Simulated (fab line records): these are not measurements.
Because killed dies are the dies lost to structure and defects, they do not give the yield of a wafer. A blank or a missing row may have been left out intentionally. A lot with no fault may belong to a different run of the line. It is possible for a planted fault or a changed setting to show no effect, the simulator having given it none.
Which tool did it? :: flow rit_cmos :: 16 lots with 48 wafers sampled at 2 steps, on a route of 202 steps

WHAT EACH GAUGE READ, for each wafer
RIT_PRETRO_OVL_MEAS_06. Usual: PRETRO_OVL gives 0.0 nm (standard deviation 1.6).
lot: L949
measured: day 2 08:16
on: overlay-01
PRETRO_OVL (nm): -1.0 -1.5 -0.3
flag: 

lot: L950
measured: day 2 13:08
on: overlay-01
PRETRO_OVL (nm): -0.5 -1.8 -0.3
flag: 

lot: L951
measured: day 2 20:21
on: overlay-02
PRETRO_OVL (nm): 0.7 -0.6 0.1
flag: 

lot: L952
measured: day 3 02:40
on: overlay-01
PRETRO_OVL (nm): 1.1 1.2 0.4
flag: 

lot: L955
measured: day 3 16:48
on: overlay-01
PRETRO_OVL (nm): 1.2 0.4 2.5
flag: 

lot: L958
measured: day 4 06:54
on: overlay-01
PRETRO_OVL (nm): -1.2 -2.9 -1.0
flag: 

lot: L959
measured: day 4 11:47
on: overlay-02
PRETRO_OVL (nm): -151.4 -150.0 -151.8
flag: OFF

lot: L961
measured: day 4 20:24
on: overlay-01
PRETRO_OVL (nm): -151.1 -148.6 -150.2
flag: OFF

lot: L962
measured: day 5 00:49
on: overlay-02
PRETRO_OVL (nm): -151.5 -149.2 -149.5
flag: OFF

lot: L963
measured: day 5 06:41
on: overlay-01
PRETRO_OVL (nm): -149.5 -147.7 -147.6
flag: OFF

lot: L964
measured: day 5 11:58
on: overlay-02
PRETRO_OVL (nm): -0.1 -1.0 0.9
flag: 

lot: L965
measured: day 5 15:07
on: overlay-01
PRETRO_OVL (nm): 1.3 2.8 0.7
flag: 

lot: L968
measured: day 6 09:03
on: overlay-02
PRETRO_OVL (nm): -2.8 -1.7 -3.2
flag: 

lot: L969
measured: day 6 14:31
on: overlay-02
PRETRO_OVL (nm): -0.5 -1.1 -0.1
flag: 

lot: L970
measured: day 6 16:34
on: overlay-01
PRETRO_OVL (nm): 4.7 3.9 3.9
flag: 

lot: L971
measured: day 6 22:22
on: overlay-02
PRETRO_OVL (nm): 0.3 -0.5 1.3
flag: 

TOOL THAT RAN EACH LOT (tool first, then ch and the chambers of the sampled wafers, then the start)
lot: L949
RIT_PRETRO_EXPOSE_03: iline_stepper-02 ch 0, day 2 07:52

lot: L950
RIT_PRETRO_EXPOSE_03: iline_stepper-01 ch 0, day 2 12:43

lot: L951
RIT_PRETRO_EXPOSE_03: iline_stepper-02 ch 0, day 2 19:55

lot: L952
RIT_PRETRO_EXPOSE_03: iline_stepper-02 ch 0, day 3 02:14

lot: L955
RIT_PRETRO_EXPOSE_03: iline_stepper-02 ch 0, day 3 16:23

lot: L958
RIT_PRETRO_EXPOSE_03: iline_stepper-01 ch 0, day 4 06:28

lot: L959
RIT_PRETRO_EXPOSE_03: iline_stepper-01 ch 0, day 4 11:14

lot: L961
RIT_PRETRO_EXPOSE_03: iline_stepper-01 ch 0, day 4 19:59

lot: L962
RIT_PRETRO_EXPOSE_03: iline_stepper-01 ch 0, day 5 00:24

lot: L963
RIT_PRETRO_EXPOSE_03: iline_stepper-01 ch 0, day 5 06:17

lot: L964
RIT_PRETRO_EXPOSE_03: iline_stepper-02 ch 0, day 5 11:32

lot: L965
RIT_PRETRO_EXPOSE_03: iline_stepper-02 ch 0, day 5 14:42

lot: L968
RIT_PRETRO_EXPOSE_03: iline_stepper-02 ch 0, day 6 08:37

lot: L969
RIT_PRETRO_EXPOSE_03: iline_stepper-02 ch 0, day 6 13:58

lot: L970
RIT_PRETRO_EXPOSE_03: iline_stepper-02 ch 0, day 6 16:08

lot: L971
RIT_PRETRO_EXPOSE_03: iline_stepper-02 ch 0, day 6 21:56
- RIT_PRETRO_EXPOSE_03: exposes mask M5, target cd 43700 nm.

AS READ BY THE TOOLS THEMSELVES (means over the sampled wafers that have a number; for cases with no such wafer, the mark the record gives instead)
The record holds no such reading with a usual standard deviation.

THE ANSWER, worked out from the rows above alone
Rule: a lot is off if the mean of its wafers that have a number lies more than 3 standard deviations from the usual mean. A lot without any number at a reading at which 4 lots or more have one is off too. The other lots that the step has rows for count as sound. After the gauges, taken in route order, come the tools' own readings; for these a lot's mean is taken, as printed above. At the first step where some lot is off, the reading lying furthest off is the one used; lots without a number count as furthest.
Off: L959, L961, L962, L963, at RIT_PRETRO_OVL_MEAS_06 (PRETRO_OVL).
If a tool, at a process step before that reading, ran all the lots that are off and no sound lot after the first of them, it fits. Those tools and the gauges at RIT_PRETRO_OVL_MEAS_06 are tried in the same way. One fits: iline_stepper-01 at RIT_PRETRO_EXPOSE_03. A fault onset in the window from L958 (day 4 06:28, its last sound lot) to L959 (day 4 11:14, its first lot off) fits.

WHAT WAS PUT IN BY THE SIMULATOR
Scanner matching overlay: iline_stepper-01, from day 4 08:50 on, at RIT_PRETRO_EXPOSE_03. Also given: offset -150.
Lots struck among those shown: L959, L961, L962, L963. Same finding as the rule above.
